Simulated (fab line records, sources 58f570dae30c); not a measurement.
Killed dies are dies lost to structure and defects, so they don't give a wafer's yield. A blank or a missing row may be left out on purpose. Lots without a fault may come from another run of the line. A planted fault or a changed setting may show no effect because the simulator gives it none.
Problem report in the 8D (eight disciplines) form, filled by code | flow berkeley_cmos170 | the parts of the form that need people (team, actions taken, sign-off) are left out

1. THE PROBLEM
rf_fwd_power_W at UCB170_PWELL_ETCH_14 reads a mean of 269.4 W on 3 wafers of 2 lots; wafers without a fault read 448.0 W with a standard deviation of 1.3. That is -99 or more standard deviations from the usual mean.
The step: etches Si3N4 in CH3F/Ar/O2, stops on SiO2, target depth 242 nm, time 151 s.
First seen on wafer L407.4, day 5 07:50, on rie_diel-04. The record holds 42 wafers of 14 lots with a number at this step. Rule for "out", or "out of limits": more than 4 standard deviations from the usual mean. The other wafers with a number count as sound.

2. WHAT IT IS AND WHAT IT IS NOT
question                    | is                             | is not
which readings at this step | rf_fwd_power_W, oes_product_au | CH3F_flow_sccm, drypump_motor_current_A, throttle_valve_pct
which lots                  | L407, L410                     | L397, L398, L399, L400, L401, L402, L413, L415, L416, L417, L419, L420
which wafers of those lots  | L407.4, L410.1, L410.5         | L407.3, L407.6, L410.4
read on which tools         | rie_diel-04                    | rie_diel-01, rie_diel-02
when                        | from day 5 07:50               | up to then (20 sound wafers); but 19 sound wafers of L410, L413, L415, L416, L417, L419, L420 came after

3. SUSPECTS, AND WHAT RULES EACH OUT
Counting: a tool at a process step up to the reading stays a suspect if it ran every lot that is out. Sound lots after the first of them don't rule it out here, since some wafers of a struck lot are sound.
- rie_diel-04 at UCB170_PWELL_ETCH_14 (etches Si3N4 in CH3F/Ar/O2, stops on SiO2, target depth 242 nm, time 151 s): kept. It ran every lot that is out, first L407 (day 5 07:50); its last sound lot up to then is L402 (day 4 02:35). Its own readings are out on those wafers: oes_product_au, rf_fwd_power_W.
- Within rie_diel-04 at UCB170_PWELL_ETCH_14: the wafers that are out ran in chamber 2; their sound lot-mates ran in chambers 0, 3.
Left after counting: rie_diel-04 at UCB170_PWELL_ETCH_14.

4. THE CAUSE (what the simulator had put in)
Process parameter drift: rie_diel-04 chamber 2, from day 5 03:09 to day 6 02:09, at UCB170_PWELL_ETCH_14. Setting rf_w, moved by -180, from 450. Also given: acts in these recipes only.
Counting left only this tool.

5. THE CHAIN OF EFFECTS, in route order
Each row: a reading whose mean over the struck wafers that have a number lies more than 3 standard deviations from the usual. Only readings for which the record gives a usual standard deviation are gone through. hours: the time from each lot's start at the first step in this table that gives one to its start at this step, as a median over the lots. sigmas: the change in usual standard deviations.
hours | step                  | reading                  | usual      | on struck wafers | change | sigmas
0     | UCB170_PWELL_ETCH_14  | oes_product_au           | 0.942 a.u. | 0.850            | -0.092 | -6.2
0     | UCB170_PWELL_ETCH_14  | rf_fwd_power_W           | 448.0 W    | 269.4            | -178.6 | -99 or more
0     | UCB170_PWELL_STRIP_16 | strip_time_to_endpoint_s | 18.07 s    | 18.93            | +0.86  | +9.4
The process steps in it:
- UCB170_PWELL_ETCH_14: etches Si3N4 in CH3F/Ar/O2, stops on SiO2, target depth 242 nm, time 151 s.
- UCB170_PWELL_STRIP_16: strips in O2.
Later measuring or inspecting steps at which every struck wafer that the step has a row for has a number for every such reading, and none has moved that far: UCB170_PWELL_TW_MEAS_17.

6. WHAT WOULD HAVE CAUGHT IT SOONER
In this record the first reading out of limits was taken at day 5 07:50, 5 hours after the fault began at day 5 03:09.
